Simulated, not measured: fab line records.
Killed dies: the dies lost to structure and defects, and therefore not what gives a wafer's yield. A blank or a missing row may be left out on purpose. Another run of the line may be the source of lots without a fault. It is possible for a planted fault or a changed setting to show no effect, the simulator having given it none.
Which of the tools did it?    flow ritCmos    at 1 step of a route of 202, 14 lots with 42 wafers sampled

== WHAT EACH GAUGE READ, for each wafer ==
The record holds no reading of a measuring or inspecting step that can be judged against a usual standard deviation.

== TOOL THAT RAN EACH LOT (tool first, then ch and the chambers of the sampled wafers, then the start) ==
lot   RIT_NLDD_EXPOSE_03
L325  ilineStepper-02 ch 0, day 2 23:38
L327  ilineStepper-01 ch 0, day 3 10:30
L328  ilineStepper-01 ch 0, day 3 13:34
L330  ilineStepper-01 ch 0, day 4 01:05
L336  ilineStepper-02, day 5 05:29
L337  ilineStepper-02, day 5 12:53
L338  ilineStepper-01 ch 0, day 5 15:33
L339  ilineStepper-02 ch 0, day 5 23:15
L340  ilineStepper-02 ch 0, day 6 02:22
L341  ilineStepper-01 ch 0, day 6 07:25
L343  ilineStepper-02 ch 0, day 6 15:54
L345  ilineStepper-01 ch 0, day 7 03:08
L346  ilineStepper-02 ch 0, day 7 11:46
L347  ilineStepper-02 ch 0, day 7 12:30
- RIT_NLDD_EXPOSE_03: exposes mask M7, target cd 40700 nm.

== AS READ BY THE TOOLS THEMSELVES (means over the sampled wafers that have a number; for cases with no such wafer, the mark the record gives instead) ==
RIT_NLDD_EXPOSE_03. Usual: exposureDoseMJCm2 249.96, standard deviation 0.26; focusOffsetNm -0.1 nm, standard deviation 0.47.
lot   tool             exposureDoseMJCm2  focusOffsetNm (nm)  flag
L325  ilineStepper-02  249.86             0.1                 
L327  ilineStepper-01  249.67             0.1                 
L328  ilineStepper-01  249.94             -0.1                
L330  ilineStepper-01  250.14             -0.2                
L336  ilineStepper-02  -                  -                   OFF
L337  ilineStepper-02  -                  -                   OFF
L338  ilineStepper-01  249.82             -0.1                
L339  ilineStepper-02  249.67             0.0                 
L340  ilineStepper-02  250.18             0.2                 
L341  ilineStepper-01  249.78             0.6                 
L343  ilineStepper-02  249.54             -0.6                
L345  ilineStepper-01  249.70             -0.2                
L346  ilineStepper-02  249.83             0.7                 
L347  ilineStepper-02  250.20             -0.6                

== THE ANSWER, worked out from the rows above alone ==
Rule: lot off if the mean of its wafers having a number is beyond 3 standard deviations from the usual mean. A lot without any number at a reading at which 4 lots or more have one is off too. Where the step has rows for the other lots, those lots are counted as sound. Order of review: gauges by route order, followed by the tools' own readings, for which a lot's mean as printed above is used. At the first step where some lot is off, the reading lying furthest off is the one used; lots without a number count as furthest.
Off at RIT_NLDD_EXPOSE_03 (exposureDoseMJCm2): L336, L337. Without a number there: L336, L337.
A tool fits if, at that step or a process step before it, it ran every lot that is off, and no sound lot after the first of them. Of those tried, none fits.

== WHAT THE SIMULATOR HAD INSERTED ==
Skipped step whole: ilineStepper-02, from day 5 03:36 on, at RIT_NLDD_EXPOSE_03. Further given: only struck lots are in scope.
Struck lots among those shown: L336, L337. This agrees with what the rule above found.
